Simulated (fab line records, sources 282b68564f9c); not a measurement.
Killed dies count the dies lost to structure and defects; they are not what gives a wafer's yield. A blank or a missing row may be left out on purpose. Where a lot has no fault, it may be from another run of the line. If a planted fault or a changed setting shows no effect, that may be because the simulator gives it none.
A struck lot beside a sound one | flow rit_cmos | 14 steps out of a route of 202
Sound: these wafers, L390.2, L390.5, L390.6. Wafers struck: L391.1, L391.4, L391.6. The cause comes at the end.
For every step that has rows: the tool of each side, followed by ch and its chambers, followed by its first start. Under that, the readings that differ: sound wafers | struck wafers | difference of the means | sigmas: that difference in standard deviations of wafers without a fault.
alike: a reading whose means differ by less than 2 such deviations, as well as words and numbers matching on both sides. not compared: withheld readings; readings where some wafer has no value; bounds like >300 that might hide an equal value; numbers whose values overlap and for which the record gives no deviation.
A row with sigmas, a row that says differs or no value, or rows on one side alone: a step with any of these is where the two part. When numbers do not overlap yet have no deviation, they are printed without sigmas and do not part them. A reading that every wafer of one side lacks parts them only if that side has two wafers or more.

first, 1 step without rows for these wafers: RIT_ACTIVE_OXIDATION_01 (target thk 46.8 nm, ox time 3360 s).
RIT_ACTIVE_THK_MEAS_02:
  sound on film_metro-04 at day 2 08:04; struck on film_metro-01 at day 2 13:29
  alike: ACTIVE_OXIDE_THK
then, 1 step without rows for these wafers: RIT_ACTIVE_CVD_03 (deposits Si3N4 from SiH2Cl2/NH3, target thk 150 nm, time 1500 s).
RIT_ACTIVE_THK_MEAS_04:
  sound on film_metro-04 at day 2 09:32; struck on film_metro-01 at day 2 14:58
  alike: ACTIVE_NITRIDE_THK
then, 6 steps without rows for these wafers: RIT_ACTIVE_HMDS_05 (prime time 60 s); RIT_ACTIVE_COAT_06 (resist thk 1000 nm); RIT_ACTIVE_SOFTBAKE_07 (time 60 s); RIT_ACTIVE_EXPOSE_08 (exposes mask M1, target cd 1400 nm); RIT_ACTIVE_PEB_09; RIT_ACTIVE_DEVELOP_10 (develop time 50 s).
RIT_ACTIVE_CD_MEAS_11 targets a cd of 1400 nm.
  sound on cd_sem-01 at day 2 10:35; struck on cd_sem-02 at day 2 15:53
  alike: cd_nm
then, 1 step without rows for these wafers: RIT_ACTIVE_HARDBAKE_12 (time 60 s).
RIT_ACTIVE_ETCH_13: etches Si3N4 in SF6, stops on SiO2, time 210 s, target depth 210 nm.
  sound on rie_diel-01 ch 0,3, day 2 10:50; struck on rie_diel-01 ch 1,2, day 2 16:09
  reading                                       | sound             | struck            | difference | sigmas
  model.NOVOLAK_of_ACTIVE_COAT_06.thk_nm (nm)   | 651.4 658.6 657.2 | 554.8 551.7 553.6 | -102.4     |
  model.SiO2_of_ACTIVE_OXIDATION_01.thk_nm (nm) | 46 46.52 45.96    | 0 0 0             | -46        |
  model.ACTIVE.feature_depth_nm (nm)            | 149.3 146.5 149.3 | 199.4 197.4 196.6 | +49.4      |
  alike: drypump_motor_current_A, oes_product_au, throttle_valve_pct
  not compared: rf_hours_counter_h
RIT_ACTIVE_STRIP_14: strips in O2, time 180 s.
  sound on plasma_asher-01 ch 0,1, day 2 10:58; struck on plasma_asher-04 ch 0,1, day 2 16:17
  alike: drypump_motor_current_A
  not compared: rf_hours_counter_h

## WHERE THEY PART
Nowhere in this record.

WHY: what had been put in by the simulator
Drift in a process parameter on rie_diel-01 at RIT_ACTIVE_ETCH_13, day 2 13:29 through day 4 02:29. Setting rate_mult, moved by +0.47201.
